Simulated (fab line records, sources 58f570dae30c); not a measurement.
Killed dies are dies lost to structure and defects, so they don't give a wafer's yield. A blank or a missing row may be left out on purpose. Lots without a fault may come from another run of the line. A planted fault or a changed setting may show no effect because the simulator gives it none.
Problem report in the 8D (eight disciplines) form, filled by code | flow berkeley_cmos170 | the parts of the form that need people (team, actions taken, sign-off) are left out

1. THE PROBLEM
oes_product_au at UCB170_M1_METAL_ETCH_12 reads a mean of 0.940 a.u. on 3 wafers of 2 lots; wafers without a fault read 0.857 a.u. with a standard deviation of 0.015. That is +5.5 standard deviations from the usual mean.
The step: etches Al in Cl2/BCl3, stops on PSG, target depth 780 nm, time 130 s.
First seen on wafer L698.4, day 10 12:43, on rie_metal-01. The record holds 42 wafers of 14 lots with a number at this step. Rule for "out", or "out of limits": more than 4 standard deviations from the usual mean. The other wafers with a number count as sound.

2. WHAT IT IS AND WHAT IT IS NOT
question                    | is                     | is not
which readings at this step | oes_product_au         | drypump_motor_current_A, throttle_valve_pct
which lots                  | L697, L698             | L691, L692, L693, L699, L704, L706, L708, L709, L710, L711, L712, L713
which wafers of those lots  | L697.4, L698.4, L698.6 | L697.1, L697.5, L698.3
read on which tools         | rie_metal-01           | rie_metal-02, rie_metal-04
when                        | from day 10 12:43      | up to then (10 sound wafers); but 29 sound wafers of L697, L699, L704, L706, L708, L709, L710, L711, L712, L713 came after

3. SUSPECTS, AND WHAT RULES EACH OUT
Counting: a tool at a process step up to the reading stays a suspect if it ran every lot that is out. Sound lots after the first of them don't rule it out here, since some wafers of a struck lot are sound.
- rie_metal-01 at UCB170_M1_METAL_ETCH_12 (etches Al in Cl2/BCl3, stops on PSG, target depth 780 nm, time 130 s): kept. It ran every lot that is out, first L698 (day 10 12:43); its last sound lot up to then is L693 (day 9 16:07). Its own readings are out on those wafers: oes_product_au.
- Within rie_metal-01 at UCB170_M1_METAL_ETCH_12: the wafers that are out ran in chamber 1; their sound lot-mates ran in chamber 0.
Left after counting: rie_metal-01 at UCB170_M1_METAL_ETCH_12.

4. THE CAUSE (what the simulator had put in)
Process parameter drift: rie_metal-01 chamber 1, from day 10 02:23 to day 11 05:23, at UCB170_M1_METAL_ETCH_12. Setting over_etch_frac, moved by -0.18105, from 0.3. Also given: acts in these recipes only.
Counting left only this tool.

5. THE CHAIN OF EFFECTS, in route order
Each row: a reading whose mean over the struck wafers that have a number lies more than 3 standard deviations from the usual. Only readings for which the record gives a usual standard deviation are gone through. hours: the time from each lot's start at the first step in this table that gives one to its start at this step, as a median over the lots. sigmas: the change in usual standard deviations.
hours | step                    | reading        | usual      | on struck wafers | change | sigmas
0     | UCB170_M1_METAL_ETCH_12 | oes_product_au | 0.857 a.u. | 0.940            | +0.083 | +5.5
The process steps in it:
- UCB170_M1_METAL_ETCH_12: etches Al in Cl2/BCl3, stops on PSG, target depth 780 nm, time 130 s.
Later measuring or inspecting steps at which every struck wafer that the step has a row for has a number for every such reading, and none has moved that far: UCB170_M1_CD_MEAS_90.

6. WHAT WOULD HAVE CAUGHT IT SOONER
In this record the first reading out of limits was taken at day 10 12:43, 10 hours after the fault began at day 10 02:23.
